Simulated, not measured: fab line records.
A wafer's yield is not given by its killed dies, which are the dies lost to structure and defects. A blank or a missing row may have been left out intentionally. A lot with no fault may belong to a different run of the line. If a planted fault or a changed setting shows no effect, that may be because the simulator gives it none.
Which tool did it?	flow berkeley_cmos170	13 lots with 39 wafers sampled at 2 steps, on a route of 331 steps

== WHAT THE GAUGES READ, wafer by wafer ==
UCB170_ACTIVE_OVL_MEAS_14. Usual: ACTIVE_OVL -3 nm, standard deviation 5.
lot	measured	on	ACTIVE_OVL (nm)	flag
L187	day 4 13:49	overlay-01	0 -6 -3	
L188	day 4 23:25	overlay-02	0 -2 4	
L189	day 5 11:33	overlay-01	8 -5 2	
L190	day 5 12:04	overlay-02	2 -6 -4	
L191	day 5 12:11	overlay-02	0 5 1	
L192	day 5 18:41	overlay-02	-1 10 0	
L196	day 7 03:17	overlay-01	-219 -228 -227	OFF
L195	day 7 03:25	overlay-02	-224 -225 -227	OFF
L197	day 7 03:34	overlay-01	-225 -221 -228	OFF
L198	day 7 15:03	overlay-01	-228 -229 -224	OFF
L203	day 8 13:10	overlay-02	4 -5 1	
L207	day 10 08:23	overlay-01	-4 -6 -8	
L210	day 11 01:06	overlay-01	9 -2 -1	

== TOOL THAT RAN EACH LOT (tool first, then ch and the chambers of the sampled wafers, then the start) ==
lot	UCB170_ACTIVE_EXPOSE_10
L187	krf_scanner-02 ch 0, day 4 13:19
L188	krf_scanner-02 ch 0, day 4 22:55
L189	krf_scanner-01 ch 0, day 5 11:00
L190	krf_scanner-02 ch 0, day 5 11:14
L191	krf_scanner-02 ch 0, day 5 11:22
L192	krf_scanner-01 ch 0, day 5 18:06
L196	krf_scanner-01 ch 0, day 7 02:47
L195	krf_scanner-01 ch 0, day 7 02:54
L197	krf_scanner-01 ch 0, day 7 03:02
L198	krf_scanner-01 ch 0, day 7 14:29
L203	krf_scanner-02 ch 0, day 8 12:38
L207	krf_scanner-02 ch 0, day 10 07:52
L210	krf_scanner-02 ch 0, day 11 00:35
- UCB170_ACTIVE_EXPOSE_10: exposes mask ACTIVE, target cd 1200 nm.

== WHAT THE TOOLS THEMSELVES READ (means of the sampled wafers that have a number; where no wafer has one, the mark that the record gives instead) ==
The record holds no such reading with a usual standard deviation.

== THE ANSWER, worked out from the rows above alone ==
Rule: take the mean of a lot's wafers that have a number; if it is more than 3 standard deviations from the usual mean, the lot is off. Also off: a lot with no number at a reading for which 4 or more lots have one. Any other lot the step has rows for is counted as sound. After the gauges, taken in route order, come the tools' own readings; for these a lot's mean is taken, as printed above. At the first step where some lot is off, the reading lying furthest off is the one used; lots without a number count as furthest.
Off: L196, L195, L197, L198, seen at UCB170_ACTIVE_OVL_MEAS_14 (ACTIVE_OVL).
If a tool, at a process step before that reading, ran all the lots that are off and no sound lot after the first of them, it fits. Those tools and the gauges at UCB170_ACTIVE_OVL_MEAS_14 are tried in the same way. One candidate fits, namely krf_scanner-01 at UCB170_ACTIVE_EXPOSE_10. A fault onset in the window from L192 (day 5 18:06, its last sound lot) to L196 (day 7 02:47, its first lot off) fits.

== WHAT HAD BEEN PUT IN BY THE SIMULATOR ==
Scanner matching overlay: krf_scanner-01, from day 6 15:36 on, at UCB170_ACTIVE_EXPOSE_10. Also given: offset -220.
Lots struck among those shown: L196, L195, L197, L198. The same result came from the rule above.
